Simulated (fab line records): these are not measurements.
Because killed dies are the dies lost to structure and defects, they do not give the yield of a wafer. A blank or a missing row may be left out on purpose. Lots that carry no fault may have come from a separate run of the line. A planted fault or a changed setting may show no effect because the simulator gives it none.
Which tool was responsible?	flow berkeley cmos170	13 lots, 39 wafers sampled, at 4 steps of a route of 331

== WHAT THE GAUGES READ, wafer by wafer ==
UCB170_GATE_THK_MEAS_05. Usual: for GATE_POLY_THK the level is 214.5 nm and the standard deviation is 1.9.
lot	measured	on	GATE_POLY_THK (nm)	flag
L416	day 6 12:41	film metro-03	213.2 214.1 213.9	
L417	day 6 12:41	film metro-02	213.2 213.6 213.0	
L415	day 6 12:42	film metro-04	213.7 211.7 213.3	
L418	day 7 02:03	film metro-02	219.0 220.1 217.9	
L419	day 7 02:04	film metro-04	216.2 216.3 215.1	
L421	day 7 20:22	film metro-02	212.8 211.6 213.2	
L420	day 7 20:24	film metro-04	213.1 211.9 214.8	
L422	day 8 01:35	film metro-04	213.9 214.0 213.8	
L426	day 8 19:14	film metro-02	212.3 212.7 211.7	
L429	day 9 11:07	film metro-03	213.8 210.5 212.8	
L430	day 10 00:52	film metro-04	213.1 213.1 213.3	
L436	day 11 01:14	film metro-03	216.5 216.5 215.3	
L437	day 11 01:14	film metro-04	212.6 214.2 211.6	

UCB170_M3_BOW_MEAS_20. Usual: for M3_BOW the level is 35 um and the standard deviation is 6.5.
lot	measured	on	M3_BOW (um)	flag
L416	day 8 09:52	film metro-04	27 40 37	
L417	day 8 08:52	film metro-01	47 39 27	
L415	day 8 11:57	film metro-02	37 45 36	
L418	day 8 16:55	film metro-02	32 29 27	
L419	day 8 17:14	film metro-01	39 38 27	
L421	day 9 11:47	film metro-02	46 40 33	
L420	day 9 11:15	film metro-04	24 30 38	
L422	day 9 17:54	film metro-01	37 29 27	
L426	day 10 13:22	film metro-04	27 40 27	
L429	day 11 12:47	film metro-02	33 37 43	
L430	day 11 17:17	film metro-01	34 38 40	
L436	day 12 18:20	film metro-04	41 37 29	
L437	day 12 20:37	film metro-02	53 34 22	

== EACH LOT AND THE TOOL THAT RAN IT (in order: tool; ch and the chambers of the sampled wafers; start) ==
lot	UCB170_M3_SOFTBAKE_11	UCB170_M3_ETCH_17
L416	litho track-02 ch 0, day 8 09:24 or earlier	rie diel-03 ch 0,3, day 8 09:24
L417	litho track-01 ch 0, day 8 08:24 or earlier	rie diel-01 ch 1,2, day 8 08:24
L415	litho track-01 ch 0, day 8 11:28 or earlier	rie diel-04 ch 0,3, day 8 11:28
L418	litho track-03 ch 0, day 8 16:28 or earlier	rie diel-01 ch 1,2, day 8 16:28
L419	litho track-02 ch 0, day 8 16:45 or earlier	rie diel-03 ch 0,2, day 8 16:45
L421	litho track-03 ch 0, day 9 11:20 or earlier	rie diel-04 ch 0,3, day 9 11:20
L420	litho track-01 ch 0, day 9 10:44 or earlier	rie diel-04 ch 1,2,3, day 9 10:44
L422	litho track-03 ch 0, day 9 17:27 or earlier	rie diel-01 ch 0,1,2, day 9 17:27
L426	litho track-02 ch 0, day 10 12:55 or earlier	rie diel-03 ch 0,1, day 10 12:55
L429	litho track-02 ch 0, day 11 12:20 or earlier	rie diel-01 ch 1,2, day 11 12:20
L430	litho track-02 ch 0, day 11 16:49 or earlier	rie diel-03 ch 0,1,3, day 11 16:49
L436	litho track-02 ch 0, day 12 17:52 or earlier	rie diel-01 ch 1,2,3, day 12 17:52
L437	litho track-02 ch 0, day 12 20:09 or earlier	rie diel-01 ch 0,2,3, day 12 20:09
- UCB170_M3_SOFTBAKE_11: time 61.79 s.
- UCB170_M3_ETCH_17: etches BARC in N2/H2.

== AS READ BY THE TOOLS THEMSELVES (means over the sampled wafers that have a number; for cases with no such wafer, the mark the record gives instead) ==
UCB170_M3_SOFTBAKE_11. Usual: plate sensor t centre C 131.41 C, standard deviation 0.01; plate sensor t edge C 131.53 C, standard deviation 0.0097.
lot	tool	plate sensor t centre C (C)	plate sensor t edge C (C)	flag
L416	litho track-02	131.41	131.52	
L417	litho track-01	131.41	131.53	
L415	litho track-01	131.40	131.53	
L418	litho track-03	131.42	131.54	
L419	litho track-02	131.42	131.53	
L421	litho track-03	131.41	131.54	
L420	litho track-01	131.41	131.53	
L422	litho track-03	131.41	131.53	
L426	litho track-02	131.41	131.53	
L429	litho track-02	131.40	131.52	
L430	litho track-02	131.41	131.52	
L436	litho track-02	131.40	131.53	
L437	litho track-02	131.41	131.53	

UCB170_M3_ETCH_17. Usual: drypump motor current A 5.4 A, standard deviation 0.47; oes product au 1.005 a.u., standard deviation 0.022; throttle valve pct 13.30 %, standard deviation 0.14.
lot	tool	drypump motor current A (A)	oes product au (a.u.)	throttle valve pct (%)	flag
L416	rie diel-03	5.8	1.024	13.22	
L417	rie diel-01	5.0	1.009	13.39	
L415	rie diel-04	5.6	0.997	13.46	
L418	rie diel-01	4.9	0.993	13.28	
L419	rie diel-03	5.9	1.040	13.21	
L421	rie diel-04	6.0	0.981	13.40	
L420	rie diel-04	5.6	0.992	13.40	
L422	rie diel-01	5.1	1.005	13.37	
L426	rie diel-03	5.3	0.998	13.31	
L429	rie diel-01	5.0	1.005	13.38	
L430	rie diel-03	5.5	1.027	13.28	
L436	rie diel-01	4.9	1.000	13.24	
L437	rie diel-01	5.0	1.008	13.24	

== THE ANSWER, worked out from the rows above alone ==
Rule: lot off if the mean of its wafers having a number is beyond 3 standard deviations from the usual mean. Also off: a lot with no number at a reading for which 4 or more lots have one. All remaining lots with rows at the step are treated as sound. After the gauges, taken in route order, come the tools' own readings; for these a lot's mean is taken, as printed above. At the first step where some lot is off, the reading lying furthest off is the one used; lots without a number count as furthest.
None of the lots is off at any reading shown; this tells nothing.

== WHAT THE SIMULATOR HAD INSERTED ==
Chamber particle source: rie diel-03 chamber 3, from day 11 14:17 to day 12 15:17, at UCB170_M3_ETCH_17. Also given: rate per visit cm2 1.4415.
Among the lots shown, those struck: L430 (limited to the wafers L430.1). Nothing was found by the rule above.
